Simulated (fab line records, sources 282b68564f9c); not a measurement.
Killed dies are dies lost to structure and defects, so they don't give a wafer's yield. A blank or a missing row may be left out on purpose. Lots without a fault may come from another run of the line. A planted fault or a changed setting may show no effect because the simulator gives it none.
A struck lot beside a sound one | flow rit_cmos | 22 steps out of a route of 202
Sound: wafers L320.3, L320.4, L320.6. Struck: wafers L325.2, L325.3, L325.6. The cause comes at the end.
At each step with rows: each side's tool, then ch and its chambers, then its first start. Under that, the readings that differ: sound wafers | struck wafers | difference of the means | sigmas: that difference in standard deviations of wafers without a fault.
alike: readings whose means differ by less than 2 such deviations, and words and numbers that are the same on both sides. not compared: withheld readings, readings that some wafer has no value for, bounds like >300 that may hide the same value, and numbers for which the record gives no deviation and whose values overlap.
The two part at a step that has a row with sigmas, a row that says differs or no value, or rows on one side only. Numbers that don't overlap but have no deviation are shown without sigmas and don't part them. A reading that every wafer of one side lacks parts them only if that side has two wafers or more.

first, 2 steps without rows for these wafers: RIT_NSD_HARDBAKE_07 (time 60 s); RIT_NSD_IMPLANT_08.
RIT_NSD_STRIP_09: strips in O2, time 180 s.
  sound on plasma_asher-03 ch 0,1, day 3 00:53; struck on plasma_asher-03 ch 0,1, day 4 08:08
  alike: drypump_motor_current_A, o2_flow_sccm
  not compared: rf_hours_counter_h
RIT_NSD_TW_MEAS_10:
  sound on film_metro-04, day 3 01:01; struck on film_metro-03, day 4 08:19
  alike: NSD_TW
then, 6 steps without rows for these wafers: RIT_PSD_HMDS_00 (prime time 60 s); RIT_PSD_COAT_01 (resist thk 1000 nm); RIT_PSD_SOFTBAKE_02 (time 60 s); RIT_PSD_EXPOSE_03 (exposes mask M10, target cd 40900 nm); RIT_PSD_PEB_04; RIT_PSD_DEVELOP_05 (develop time 50 s).
RIT_PSD_OVL_MEAS_06:
  sound on overlay-02, day 3 02:02; struck on overlay-01, day 4 09:13
  alike: PSD_OVL
then, 1 step without rows for these wafers: RIT_PSD_HARDBAKE_07 (time 60 s).
RIT_PSD_IMPLANT_08:
  sound on implanter-01 ch 0, day 3 02:16; struck on implanter-02 ch 0, day 4 09:26
  reading                   | sound                | struck               | difference | sigmas
  beam_energy_keV           | 27.007 27.002 26.999 | 30.512 30.519 30.519 | +3.514     | +99 or more
  model.implant.rp_nm (nm)  | 21.91 21.91 21.91    | 23.7 23.7 23.7       | +1.8       |
  model.implant.drp_nm (nm) | 12.05 12.05 12.05    | 13.13 13.13 13.13    | +1.08      |
RIT_PSD_STRIP_09: strips in O2, time 180 s.
  sound on plasma_asher-01 ch 0,1, day 3 02:26; struck on plasma_asher-01 ch 0,1, day 4 09:33
  alike: drypump_motor_current_A, o2_flow_sccm
  not compared: rf_hours_counter_h
RIT_PSD_TW_MEAS_10:
  sound on film_metro-03, day 3 02:34; struck on film_metro-03, day 4 09:44
  reading | sound          | struck         | difference | sigmas
  PSD_TW  | 3402 3397 3412 | 3507 3493 3528 | +106       | +5
then, 3 steps without rows for these wafers: RIT_SDANNEAL_CLEAN_00 (cleans in SC1, time 600 s); RIT_SDANNEAL_CLEAN_01 (cleans in dHF, time 30 s); RIT_SDANNEAL_CLEAN_02 (cleans in SC2, time 600 s).
RIT_SDANNEAL_RTA_03: time 5 s.
  sound on rtp_anneal-01 ch 0, day 3 02:59; struck on rtp_anneal-02 ch 0, day 4 10:10
  alike: wafer_temp_C_max
RIT_SDANNEAL_RS_MEAS_04: measures by four-point-probe.
  sound on film_metro-04, day 3 03:04; struck on film_metro-04, day 4 10:14
  reading         | sound             | struck            | difference | sigmas
  PSD_RS (ohm/sq) | 116.4 116.2 116.0 | 108.6 108.6 108.6 | -7.6       | -23
RIT_SDANNEAL_RS_MEAS_05: measures by four-point-probe.
  sound on film_metro-04, day 3 03:11; struck on film_metro-04, day 4 10:21
  alike: NSD_RS
RIT_M1_PROBE_99:
  sound on prober-01, day 3 10:47; struck on prober-02, day 4 17:41
  reading                                | sound             | struck            | difference | sigmas
  model.etest.contact_pplus.end_ohm_um   | 43.11 42.83 43.39 | 41.25 41.69 41.54 | -1.62      |
  model.etest.diode_pplus_comb.cj_ff_um2 | 2.003 2.006 2.003 | 1.969 1.974 1.97  | -0.033     |
  alike: killed_at_front_end, killed_dies, killed_open, killed_short
  not compared: model.etest.diode_pplus_nwell.bv_v, model.etest.vpnp.gain, model.etest.diode_pplus_nwell.cj_ff_um2

WHERE THEY PART
First at RIT_PSD_IMPLANT_08; last, within this record, at RIT_SDANNEAL_RS_MEAS_04. Later steps at which nothing parts them and some readings are alike: RIT_SDANNEAL_RS_MEAS_05, RIT_M1_PROBE_99.

WHY: what the simulator had put in
Process parameter drift: implanter-02, from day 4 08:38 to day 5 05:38, at RIT_PSD_IMPLANT_08. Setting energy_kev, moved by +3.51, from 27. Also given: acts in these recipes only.
